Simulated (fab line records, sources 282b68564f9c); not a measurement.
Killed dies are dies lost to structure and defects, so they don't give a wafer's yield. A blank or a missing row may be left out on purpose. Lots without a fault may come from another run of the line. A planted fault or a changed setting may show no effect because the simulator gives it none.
A struck lot beside a sound one | flow rit_cmos | 15 steps out of a route of 202
Sound: wafers L192.3, L192.4, L192.5. Struck: wafers L195.2, L195.5, L195.6. The cause comes at the end.
At each step with rows: each side's tool, then ch and its chambers, then its first start. Under that, the readings that differ: sound wafers | struck wafers | difference of the means | sigmas: that difference in standard deviations of wafers without a fault.
alike: readings whose means differ by less than 2 such deviations, and words and numbers that are the same on both sides. not compared: withheld readings, readings that some wafer has no value for, bounds like >300 that may hide the same value, and numbers for which the record gives no deviation and whose values overlap.
The two part at a step that has a row with sigmas, a row that says differs or no value, or rows on one side only. Numbers that don't overlap but have no deviation are shown without sigmas and don't part them. A reading that every wafer of one side lacks parts them only if that side has two wafers or more.

first, 4 steps without rows for these wafers: RIT_NSD_SOFTBAKE_02 (time 60 s); RIT_NSD_EXPOSE_03 (exposes mask M9, target cd 40700 nm); RIT_NSD_PEB_04; RIT_NSD_DEVELOP_05 (develop time 50 s).
RIT_NSD_OVL_MEAS_06:
  sound on overlay-01, day 4 18:31; struck on overlay-02, day 5 18:42
  alike: NSD_OVL
then, 2 steps without rows for these wafers: RIT_NSD_HARDBAKE_07 (time 60 s); RIT_NSD_IMPLANT_08.
RIT_NSD_STRIP_09: strips in O2, time 180 s.
  sound on plasma_asher-01 ch 0,1, day 4 18:53; struck on plasma_asher-01 ch 0,1, day 5 19:07
  alike: drypump_motor_current_A, rf_refl_power_W
  not compared: rf_hours_counter_h
RIT_NSD_TW_MEAS_10:
  sound on film_metro-02, day 4 19:02; struck on film_metro-03, day 5 19:18
  alike: NSD_TW
then, 3 steps without rows for these wafers: RIT_PSD_HMDS_00 (prime time 60 s); RIT_PSD_COAT_01 (resist thk 1000 nm); RIT_PSD_SOFTBAKE_02 (time 60 s).
RIT_PSD_EXPOSE_03: exposes mask M10, target cd 40900 nm.
  sound on iline_stepper-02 ch 0, day 4 19:41; struck on iline_stepper-01 ch 0, day 5 20:02
  reading | sound             | struck                     | difference | sigmas
  mask    | M10#0 M10#0 M10#0 | M10_R1#0 M10_R1#0 M10_R1#0 | differs    |
then, 2 steps without rows for these wafers: RIT_PSD_PEB_04; RIT_M1_PROBE_99.

WHERE THEY PART
Only at RIT_PSD_EXPOSE_03, within this record.

WHY: what the simulator had put in
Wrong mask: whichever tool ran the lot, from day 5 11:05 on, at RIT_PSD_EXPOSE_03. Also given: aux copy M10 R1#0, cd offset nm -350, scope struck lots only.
